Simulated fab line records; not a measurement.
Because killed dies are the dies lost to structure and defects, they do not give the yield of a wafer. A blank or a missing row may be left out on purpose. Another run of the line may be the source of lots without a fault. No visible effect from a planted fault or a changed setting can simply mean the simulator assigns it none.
Chamber matching | flow berkeley cmos170 | UCB170_GATE_ETCH_15 on rie si-01 has 4 sister chambers
The step etches poly-Si in HBr/Cl2, stops on SiO2, time 56.3 s, target depth 278.2 nm. 14 wafers are shown with their chamber, then 7 later ones without.

WAFERS PAIRED WITH THEIR CHAMBERS
wafer  | chamber | throttle valve pct (%) | drypump motor current A (A) | oes product au (a.u.)
L473.1 | 1       | 27.07                  | 5.6                         | 0.833
L473.2 | 0       | 26.62                  | 5.3                         | 0.823
L473.5 | 1       | 27.08                  | 5.6                         | 0.839
L474.1 | 2       | 26.23                  | 5.3                         | 0.831
L474.2 | 3       | 26.75                  | 5.2                         | 0.848
L474.4 | 0       | 26.61                  | 5.3                         | 0.843
L477.2 | 2       | 26.25                  | 5.3                         | 0.807
L477.3 | 0       | 26.61                  | 5.3                         | 0.815
L477.5 | 1       | 27.06                  | 5.6                         | 0.830
L478.2 | 1       | 27.06                  | 5.6                         | 0.827
L478.3 | 0       | 26.60                  | 5.3                         | 0.819
L478.5 | 2       | 26.24                  | 5.4                         | 0.807
L490.2 | 2       | 26.23                  | 5.3                         | 0.825
L490.4 | 1       | 27.07                  | 5.6                         | 0.841

SIGNATURES (means of the wafers above)
reading                 | chamber 0 | chamber 1 | chamber 2 | chamber 3 | scatter within a chamber
throttle valve pct      | 26.6100   | 27.0680   | 26.2375   | 26.7500   | 0.00869
drypump motor current A | 5.300     | 5.600     | 5.325     | 5.200     | 0.0274
oes product au          | 0.82500   | 0.83400   | 0.81750   | 0.84800   | 0.0103
Rule: a wafer's distance from a chamber is the root of the sum, over the readings, of the square of ((its reading less the chamber's mean) divided by the reading's scatter). The wafer belongs to the nearest chamber; if the next one is less than 2 further off, it can't be placed. The scatter: the root of (the sum of the squares of (reading less its chamber's mean) over the shown wafers, divided by (wafers less chambers)).

WAFERS MISSING THEIR CHAMBER
wafer  | throttle valve pct (%) | drypump motor current A (A) | oes product au (a.u.)
L490.6 | 26.76                  | 5.2                         | 0.826
L492.1 | 26.76                  | 5.2                         | 0.831
L492.4 | 27.08                  | 5.6                         | 0.833
L492.5 | 26.60                  | 5.3                         | 0.822
L496.1 | 26.74                  | 5.2                         | 0.826
L496.2 | 26.25                  | 5.3                         | 0.824
L496.4 | 26.61                  | 5.3                         | 0.831

WHICH CHAMBER EACH ONE RAN IN
wafer  | from the rows above | in truth
L490.6 | 3                   | 3
L492.1 | 3                   | 3
L492.4 | 1                   | 1
L492.5 | 0                   | 0
L496.1 | 3                   | 3
L496.2 | 2                   | 2
L496.4 | 0                   | 0
Placed correctly: 7 of 7. Can't be placed from these rows: 0. Number placed wrongly: 0.
